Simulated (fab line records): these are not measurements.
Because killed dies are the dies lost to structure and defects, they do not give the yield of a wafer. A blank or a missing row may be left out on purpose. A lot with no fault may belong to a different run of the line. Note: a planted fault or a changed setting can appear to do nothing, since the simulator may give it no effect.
Chamber matching    flow berkeley_cmos170    UCB170_GATE_ETCH_15 on rie_si-02 has 4 sister chambers
The step etches poly-Si in HBr/Cl2, stops on SiO2, time 56.3 s, target depth 278.2 nm. 4 wafers are shown with their chamber, then 7 later ones without.

## WAFERS PAIRED WITH THEIR CHAMBERS
wafer   chamber  oes_product_au (a.u.)
L687.1  0        0.838
L687.5  2        0.824
L695.3  1        0.826
L695.4  3        0.825

## WAFERS WHOSE CHAMBER IS MISSING
wafer   oes_product_au (a.u.)
L695.5  0.825
L696.3  0.829
L696.4  0.813
L696.5  0.823
L700.2  0.814
L700.4  0.829
L700.6  0.833

## EACH ONE'S CHAMBER
wafer   from the rows above                in truth
L695.5  can't be placed: 3 or 1 or 2       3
L696.3  can't be placed: 1 or 3 or 2 or 0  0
L696.4  can't be placed: 2 or 3 or 1       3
L696.5  can't be placed: 2 or 3 or 1       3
L700.2  can't be placed: 2 or 3 or 1       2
L700.4  can't be placed: 1 or 3 or 2 or 0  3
L700.6  can't be placed: 0 or 1 or 3 or 2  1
Placed correctly: 0 of 7. These rows do not allow placing 7 (true chamber among the candidates in 7). Number placed wrongly: 0.
How it was worked out, from the rows above alone: a wafer's distance from a chamber is the root of the sum, over the readings, of the square of ((its reading less the chamber's mean) divided by the reading's scatter). If the next closest chamber is less than 2 further off than the closest, the wafer can't be placed; otherwise it belongs to the closest. For every chamber, the mean is computed from those of its wafers that are shown. The scatter: with one shown wafer a chamber, the root of the mean of the squares of how far each hidden wafer lies from its nearest shown one.
